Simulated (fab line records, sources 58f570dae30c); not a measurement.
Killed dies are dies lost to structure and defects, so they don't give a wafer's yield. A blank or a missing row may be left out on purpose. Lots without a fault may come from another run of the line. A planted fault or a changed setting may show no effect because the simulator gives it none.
Which tool did it? | flow berkeley_cmos170 | 13 lots, 39 wafers sampled, at 4 steps of a route of 331

WHAT THE GAUGES READ, wafer by wafer
UCB170_V1_BOW_MEAS_03. Usual: V1_BOW 19 um, standard deviation 6.6.
lot  | measured     | on            | V1_BOW (um) | flag
L540 | day 7 16:15  | film_metro-03 | 15 25 31    |
L541 | day 7 16:22  | film_metro-01 | 21 26 20    |
L542 | day 8 02:05  | film_metro-01 | 16 22 25    |
L545 | day 8 01:12  | film_metro-04 | 6 4 26      |
L544 | day 8 01:30  | film_metro-04 | 18 20 26    |
L543 | day 8 01:48  | film_metro-03 | 29 20 31    |
L547 | day 9 02:48  | film_metro-04 | 17 16 23    |
L550 | day 9 14:48  | film_metro-04 | 17 23 20    |
L557 | day 10 21:26 | film_metro-03 | 19 0 17     |
L559 | day 10 21:28 | film_metro-01 | 29 17 21    |
L558 | day 10 21:43 | film_metro-04 | 22 21 15    |
L562 | day 12 01:13 | film_metro-04 | 19 13 20    |
L563 | day 12 01:32 | film_metro-03 | 25 10 15    |

UCB170_V1_THK_MEAS_04. Usual: V1_POLISHED_THK 1000.2 nm, standard deviation 1.3.
lot  | measured     | on            | V1_POLISHED_THK (nm) | flag
L540 | day 7 16:22  | film_metro-03 | 1001.6 1001.7 1000.7 |
L541 | day 7 16:27  | film_metro-01 | 998.2 1000.2 1000.9  |
L542 | day 8 02:12  | film_metro-01 | 1001.0 1000.1 1000.9 |
L545 | day 8 01:19  | film_metro-04 | 1000.0 998.5 1000.3  |
L544 | day 8 01:37  | film_metro-04 | 998.2 999.5 999.1    |
L543 | day 8 01:55  | film_metro-03 | 998.2 999.4 1000.7   |
L547 | day 9 02:55  | film_metro-04 | 999.7 997.6 999.8    |
L550 | day 9 14:55  | film_metro-04 | 1003.1 1002.1 1002.5 |
L557 | day 10 21:32 | film_metro-03 | 1001.4 1000.2 1001.2 |
L559 | day 10 21:34 | film_metro-01 | 1000.7 1001.9 999.7  |
L558 | day 10 21:50 | film_metro-04 | 1001.7 1002.4 999.2  |
L562 | day 12 01:20 | film_metro-04 | 1001.2 999.8 1000.2  |
L563 | day 12 01:39 | film_metro-03 | 999.9 999.9 1000.6   |

WHICH TOOL RAN EACH LOT (tool, then ch and the chambers of the sampled wafers, then the start)
lot  | UCB170_CONTACT_ETCH_18                        | UCB170_M1_ETCH_11
L540 | rie_diel-02 ch 1,2,3, day 7 11:16 or earlier  | rie_diel-04 ch 0,2, day 7 11:16
L541 | rie_diel-01 ch 0,1, day 7 12:07 or earlier    | rie_diel-01 ch 1,2,3, day 7 12:07
L542 | rie_diel-02 ch 1,2,3, day 7 20:33 or earlier  | rie_diel-02 ch 0,2,3, day 7 20:33
L545 | rie_diel-01 ch 1,2,3, day 7 20:47 or earlier  | rie_diel-01 ch 0,1,2, day 7 20:47
L544 | rie_diel-03 ch 0,1,2, day 7 21:04 or earlier  | rie_diel-02 ch 1,2,3, day 7 21:04
L543 | rie_diel-02 ch 2,3, day 7 21:26 or earlier    | rie_diel-01 ch 0,1,2, day 7 21:26
L547 | rie_diel-02 ch 1,2,3, day 8 21:07 or earlier  | rie_diel-01 ch 0,1,3, day 8 21:07
L550 | rie_diel-02 ch 0,2, day 9 09:46 or earlier    | rie_diel-01 ch 1,2, day 9 09:46
L557 | rie_diel-03 ch 0,3, day 10 14:55 or earlier   | rie_diel-02 ch 0,2,3, day 10 14:55
L559 | rie_diel-01 ch 0,1, day 10 18:35 or earlier   | rie_diel-02 ch 0,1,2, day 10 18:35
L558 | rie_diel-02 ch 0,2,3, day 10 19:08 or earlier | rie_diel-04 ch 0,1,2, day 10 19:08
L562 | rie_diel-03 ch 1,2,3, day 11 17:02 or earlier | rie_diel-04 ch 2,3, day 11 17:02
L563 | rie_diel-01 ch 0,1,2, day 11 18:40 or earlier | rie_diel-04 ch 0,1,3, day 11 18:40
- UCB170_CONTACT_ETCH_18: etches PSG in CHF3/CF4/Ar, stops on TiSi2, target depth 840 nm, time 195 s.
- UCB170_M1_ETCH_11: etches BARC in N2/H2.

WHAT THE TOOLS THEMSELVES READ (means of the sampled wafers that have a number; where no wafer has one, the mark that the record gives instead)
UCB170_CONTACT_ETCH_18. Usual: chamber_pressure_mTorr 200.00 mTorr, standard deviation 0.19; drypump_motor_current_A 5.8 A, standard deviation 0.33; oes_product_au 0.899 a.u., standard deviation 0.011; throttle_valve_pct 6.94 %, standard deviation 0.13.
lot  | tool        | chamber_pressure_mTorr (mTorr) | drypump_motor_current_A (A) | oes_product_au (a.u.) | throttle_valve_pct (%) | flag
L540 | rie_diel-02 | 199.86                         | 6.0                         | 0.906                 | 6.91                   |
L541 | rie_diel-01 | 199.97                         | 5.7                         | 0.909                 | 6.85                   |
L542 | rie_diel-02 | 200.04                         | 6.0                         | 0.909                 | 6.90                   |
L545 | rie_diel-01 | 199.55                         | 5.5                         | 0.894                 | 6.94                   |
L544 | rie_diel-03 | 200.13                         | 5.9                         | 0.893                 | 6.99                   |
L543 | rie_diel-02 | 199.94                         | 5.8                         | 0.898                 | 7.06                   |
L547 | rie_diel-02 | 200.09                         | 6.0                         | 0.898                 | 6.89                   |
L550 | rie_diel-02 | 199.96                         | 5.6                         | 0.907                 | 6.84                   |
L557 | rie_diel-03 | 200.04                         | 6.4                         | 0.891                 | 6.91                   |
L559 | rie_diel-01 | 200.09                         | 6.0                         | 0.902                 | 6.87                   |
L558 | rie_diel-02 | 199.87                         | 5.7                         | 0.901                 | 6.97                   |
L562 | rie_diel-03 | 200.01                         | 6.0                         | 0.891                 | 7.01                   |
L563 | rie_diel-01 | 199.91                         | 5.9                         | 0.903                 | 6.87                   |

UCB170_M1_ETCH_11. Usual: bias_w 100.0 W, standard deviation 0.31; chamber_pressure_mTorr 30.002 mTorr, standard deviation 0.025; drypump_motor_current_A 5.6 A, standard deviation 0.47; oes_product_au 1.007 a.u., standard deviation 0.021; throttle_valve_pct 13.32 %, standard deviation 0.2.
lot  | tool        | bias_w (W) | chamber_pressure_mTorr (mTorr) | drypump_motor_current_A (A) | oes_product_au (a.u.) | throttle_valve_pct (%) | flag
L540 | rie_diel-04 | 100.1      | 29.965                         | 5.9                         | 1.039                 | 13.39                  |
L541 | rie_diel-01 | 99.8       | 30.025                         | 5.6                         | 1.004                 | 13.26                  |
L542 | rie_diel-02 | 99.8       | 29.996                         | 5.7                         | 1.011                 | 13.36                  |
L545 | rie_diel-01 | 99.7       | 29.973                         | 5.8                         | 1.005                 | 13.17                  |
L544 | rie_diel-02 | 99.8       | 30.004                         | 6.0                         | 1.002                 | 13.25                  |
L543 | rie_diel-01 | 99.8       | 30.018                         | 5.9                         | 1.003                 | 13.18                  |
L547 | rie_diel-01 | 102.9      | 29.989                         | 5.6                         | 1.025                 | 13.22                  | OFF
L550 | rie_diel-01 | 103.0      | 29.978                         | 5.7                         | 0.995                 | 13.19                  | OFF
L557 | rie_diel-02 | 99.8       | 29.996                         | 5.7                         | 1.010                 | 13.36                  |
L559 | rie_diel-02 | 100.0      | 30.028                         | 5.9                         | 1.014                 | 13.15                  |
L558 | rie_diel-04 | 99.9       | 29.993                         | 5.3                         | 1.005                 | 13.44                  |
L562 | rie_diel-04 | 99.7       | 30.046                         | 5.3                         | 0.989                 | 13.53                  |
L563 | rie_diel-04 | 100.1      | 29.990                         | 5.7                         | 1.009                 | 13.35                  |

THE ANSWER, worked out from the rows above alone
Rule: a lot is off if the mean of its wafers that have a number lies more than 3 standard deviations from the usual mean. A lot without any number at a reading at which 4 lots or more have one is off too. The other lots that the step has rows for count as sound. The gauges are gone through in route order, then the tools' own readings, and for those a lot's mean is taken as printed above. The first step at which some lot is off is used, and at that step the reading that is off furthest; a lot without a number counts as furthest.
Off: L547, L550, at UCB170_M1_ETCH_11 (bias_w).
A tool fits if, at that step or a process step before it, it ran every lot that is off, and no sound lot after the first of them. UCB170_CONTACT_ETCH_18 gives no start for some lots, so the hours and the order of its lots are those of UCB170_M1_ETCH_11. One fits: rie_diel-01 at UCB170_M1_ETCH_11. Its last sound lot is L543 (day 7 21:26), its first lot that is off L547 (day 8 21:07): a fault that began between those two fits.
The tool's own readings at UCB170_M1_ETCH_11 bear it out: on the lots that are off they differ by more than 5 times the standard deviation of the sound lots' means. bias_w reads 103.0 W there against 99.9 W on the sound lots.

WHAT THE SIMULATOR HAD PUT IN
Process parameter drift: rie_diel-01, from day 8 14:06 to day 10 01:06, at UCB170_M1_ETCH_11. Setting bias_w, moved by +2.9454, from 100. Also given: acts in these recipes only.
Lots struck among those shown: L547, L550. The rule above found the same.
